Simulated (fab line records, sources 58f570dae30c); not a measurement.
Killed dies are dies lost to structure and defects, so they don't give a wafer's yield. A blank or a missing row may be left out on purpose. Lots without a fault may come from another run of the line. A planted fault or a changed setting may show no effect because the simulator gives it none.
Chamber matching | flow berkeley_cmos170 | UCB170_V1_CVD_00 on pecvd-01: 3 sister chambers
The step deposits SiO2 from TEOS/O2, target thk 2000 nm, time 250 s. 6 wafers are shown with their chamber, then 8 later ones without.

WAFERS WITH THEIR CHAMBER
wafer  | chamber | heater_power_w (W)
L225.3 | 1       | 253
L225.6 | 2       | 217
L230.1 | 0       | 303
L230.2 | 1       | 217
L230.6 | 2       | 301
L232.2 | 0       | 210

WAFERS WITHOUT THEIR CHAMBER
wafer  | heater_power_w (W)
L232.4 | 290
L232.5 | 190
L236.3 | 247
L236.4 | 218
L236.5 | 295
L237.3 | 305
L237.4 | 292
L237.5 | 211

WHICH CHAMBER EACH WENT THROUGH
wafer  | from the rows above          | in truth
L232.4 | can't be placed: 2 or 0 or 1 | 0
L232.5 | can't be placed: 1 or 0 or 2 | 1
L236.3 | can't be placed: 0 or 1 or 2 | 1
L236.4 | can't be placed: 1 or 0 or 2 | 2
L236.5 | can't be placed: 2 or 0 or 1 | 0
L237.3 | can't be placed: 2 or 0 or 1 | 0
L237.4 | can't be placed: 2 or 0 or 1 | 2
L237.5 | can't be placed: 1 or 0 or 2 | 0
Placed correctly: 0 of 8. Can't be placed from these rows: 8 (the true chamber is among the candidates in 8). Placed wrongly: 0.
How it was worked out, from the rows above alone: a wafer's distance from a chamber is the root of the sum, over the readings, of the square of ((its reading less the chamber's mean) divided by the reading's scatter). The wafer belongs to the nearest chamber; if the next one is less than 2 further off, it can't be placed. A chamber's mean is the mean of its shown wafers. The scatter: the root of (the sum of the squares of (reading less its chamber's mean) over the shown wafers, divided by (wafers less chambers)).
